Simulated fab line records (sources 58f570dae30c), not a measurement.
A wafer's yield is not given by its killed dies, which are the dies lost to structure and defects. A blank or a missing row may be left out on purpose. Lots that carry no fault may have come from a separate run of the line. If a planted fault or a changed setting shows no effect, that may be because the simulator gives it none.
Lot-split experiment :: flow berkeley-cmos170 :: 5 lots, 23 wafers read, on a route of 331 steps

THE SPLIT
At UCB170_V2_EXPOSE_09 (exposes mask VIA2, target cd 700 nm), the setting dose-mj was moved away from the recipe's 37 on 7 of the 23 wafers read, by -4.1% to +6.3%. For the rest of the wafers, this setting stayed at what the recipe calls for.

FROM THE SPLIT TO THE READING: what the file shows between them, 5 steps
- UCB170_V2_PEB_10
- UCB170_V2_DEVELOP_11: develop time 45 s
- UCB170_V2_CD_MEAS_12: target cd 700 nm
- UCB170_V2_ETCH_14: etches SiO2 in CHF3/CF4/Ar, stops on Al, target depth 1250 nm, time 291 s
- UCB170_V2_STRIP_15: strips in O2

THE READING
Shown in nm: cd-nm at UCB170_V2_CD_MEAS_90, with target cd 700 nm. Typical for fault-free wafers on this fab line: 699.9 nm, with standard deviation 1.5 nm.

wafer: L074.1
tool, chamber at the split: krf-scanner-01, 0
dose-mj as run: 37
against the recipe: recipe
cd-nm, nm: 701.7
against lot-mates on the recipe: -

wafer: L074.5
tool, chamber at the split: krf-scanner-01, 0
dose-mj as run: 37
against the recipe: recipe
cd-nm, nm: 699.6
against lot-mates on the recipe: -

wafer: L074.6
tool, chamber at the split: krf-scanner-01, 0
dose-mj as run: 37
against the recipe: recipe
cd-nm, nm: 700.8
against lot-mates on the recipe: -

wafer: L075.1
tool, chamber at the split: krf-scanner-02, 0
dose-mj as run: 37
against the recipe: recipe
cd-nm, nm: 698.5
against lot-mates on the recipe: -

wafer: L075.2
tool, chamber at the split: krf-scanner-02, 0
dose-mj as run: 39.32
against the recipe: +6.3%
cd-nm, nm: 710.1
against lot-mates on the recipe: +10.5

wafer: L075.4
tool, chamber at the split: krf-scanner-02, 0
dose-mj as run: 37
against the recipe: recipe
cd-nm, nm: 700.8
against lot-mates on the recipe: -

wafer: L075.5
tool, chamber at the split: krf-scanner-02, 0
dose-mj as run: 37
against the recipe: recipe
cd-nm, nm: 699.6
against lot-mates on the recipe: -

wafer: L075.6
tool, chamber at the split: krf-scanner-02, 0
dose-mj as run: 39.32
against the recipe: +6.3%
cd-nm, nm: 712.8
against lot-mates on the recipe: +13.2

wafer: L078.1
tool, chamber at the split: krf-scanner-02, 0
dose-mj as run: 35.99
against the recipe: -2.7%
cd-nm, nm: 694.1
against lot-mates on the recipe: -5.0

wafer: L078.2
tool, chamber at the split: krf-scanner-02, 0
dose-mj as run: 35.99
against the recipe: -2.7%
cd-nm, nm: 694.6
against lot-mates on the recipe: -4.5

wafer: L078.3
tool, chamber at the split: krf-scanner-02, 0
dose-mj as run: 37
against the recipe: recipe
cd-nm, nm: 699.5
against lot-mates on the recipe: -

wafer: L078.4
tool, chamber at the split: krf-scanner-02, 0
dose-mj as run: 37
against the recipe: recipe
cd-nm, nm: 698.8
against lot-mates on the recipe: -

wafer: L078.6
tool, chamber at the split: krf-scanner-02, 0
dose-mj as run: 37
against the recipe: recipe
cd-nm, nm: 699.1
against lot-mates on the recipe: -

wafer: L080.1
tool, chamber at the split: krf-scanner-01, 0
dose-mj as run: 37
against the recipe: recipe
cd-nm, nm: 700.7
against lot-mates on the recipe: -

wafer: L080.2
tool, chamber at the split: krf-scanner-01, 0
dose-mj as run: 37
against the recipe: recipe
cd-nm, nm: 699.5
against lot-mates on the recipe: -

wafer: L080.3
tool, chamber at the split: krf-scanner-01, 0
dose-mj as run: 37
against the recipe: recipe
cd-nm, nm: 700.0
against lot-mates on the recipe: -

wafer: L080.5
tool, chamber at the split: krf-scanner-01, 0
dose-mj as run: 37
against the recipe: recipe
cd-nm, nm: 699.9
against lot-mates on the recipe: -

wafer: L080.6
tool, chamber at the split: krf-scanner-01, 0
dose-mj as run: 37
against the recipe: recipe
cd-nm, nm: 699.6
against lot-mates on the recipe: -

wafer: L085.1
tool, chamber at the split: krf-scanner-01, 0
dose-mj as run: 35.48
against the recipe: -4.1%
cd-nm, nm: 693.6
against lot-mates on the recipe: -6.9

wafer: L085.3
tool, chamber at the split: krf-scanner-01, 0
dose-mj as run: 35.48
against the recipe: -4.1%
cd-nm, nm: 695.0
against lot-mates on the recipe: -5.5

wafer: L085.4
tool, chamber at the split: krf-scanner-01, 0
dose-mj as run: 37
against the recipe: recipe
cd-nm, nm: 700.7
against lot-mates on the recipe: -

wafer: L085.5
tool, chamber at the split: krf-scanner-01, 0
dose-mj as run: 35.48
against the recipe: -4.1%
cd-nm, nm: 694.2
against lot-mates on the recipe: -6.3

wafer: L085.6
tool, chamber at the split: krf-scanner-01, 0
dose-mj as run: 37
against the recipe: recipe
cd-nm, nm: 700.4
against lot-mates on the recipe: -

THE FIT
A straight line over all 23 wafers: cd-nm changes by +1.7 nm for each +1% of dose-mj; r = +0.97; the points scatter about the line by 1.1 nm.
The same after taking each lot's own level away (the mean of its wafers on the recipe; 23 wafers): +1.75 nm for each +1%; r = +0.98; scatter 0.81 nm.
According to that fit, moving dose-mj by its largest amount changes the reading by 11 nm.
From 699.13 to 700.70 nm: that is the span of the lots' own levels, equal to 1.0 times the standard deviation above.
Consequently the slope shifts little with the lot-to-lot level, the two slopes agreeing.
Check: for one of the wafers moved furthest among these (+6.3%), held out of the fit, the line's prediction against its lot-mates is +11.6 nm. Against them it came out at +10.5 nm.

OTHER SPLITS ON THESE WAFERS
Note: prior to the reading, these wafers also went through further splits. Each is held against what the fit with the lots' levels taken away leaves over:
other split on the same wafers: UCB170_CONTACT_CVD_01 o2-flow-sccm
wafers away from the commonest value: 15
r with cd-nm (lot level and that fit taken away): -0.28

other split on the same wafers: UCB170_M1_SPUTTER_00 power-w
wafers away from the commonest value: 6
r with cd-nm (lot level and that fit taken away): -0.12

other split on the same wafers: UCB170_M1_ETCH_11 bias-w
wafers away from the commonest value: 7
r with cd-nm (lot level and that fit taken away): -0.11

other split on the same wafers: UCB170_V1_ETCH_14 rf-w
wafers away from the commonest value: 9
r with cd-nm (lot level and that fit taken away): +0.01

other split on the same wafers: UCB170_M2_COAT_05 spin-rpm
wafers away from the commonest value: 9
r with cd-nm (lot level and that fit taken away): -0.26

other split on the same wafers: UCB170_M2_METAL_ETCH_18 icp-w
wafers away from the commonest value: 6
r with cd-nm (lot level and that fit taken away): +0.21

THE WHOLE CHAIN: every reading that the file lists as answering this split, in the file's order
step: UCB170_V2_CD_MEAS_12
what it does: target cd 700 nm
reading: cd-nm
change (the file's fit): +1.69 nm for each +1% of the setting
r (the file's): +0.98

step: UCB170_V2_ETCH_14
what it does: etches SiO2 in CHF3/CF4/Ar, stops on Al, target depth 1250 nm, time 291 s
reading: V2.cd-nm (the simulator's own value, which no gauge read)
change (the file's fit): +1.79 nm for each +1% of the setting
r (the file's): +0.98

step: UCB170_V2_CD_MEAS_90
what it does: target cd 700 nm
reading: cd-nm
change (the file's fit): +1.78 nm for each +1% of the setting
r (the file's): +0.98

FILE'S OWN FIT
cd-nm changes by +1.78 nm for each +1% of dose-mj, r = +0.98.
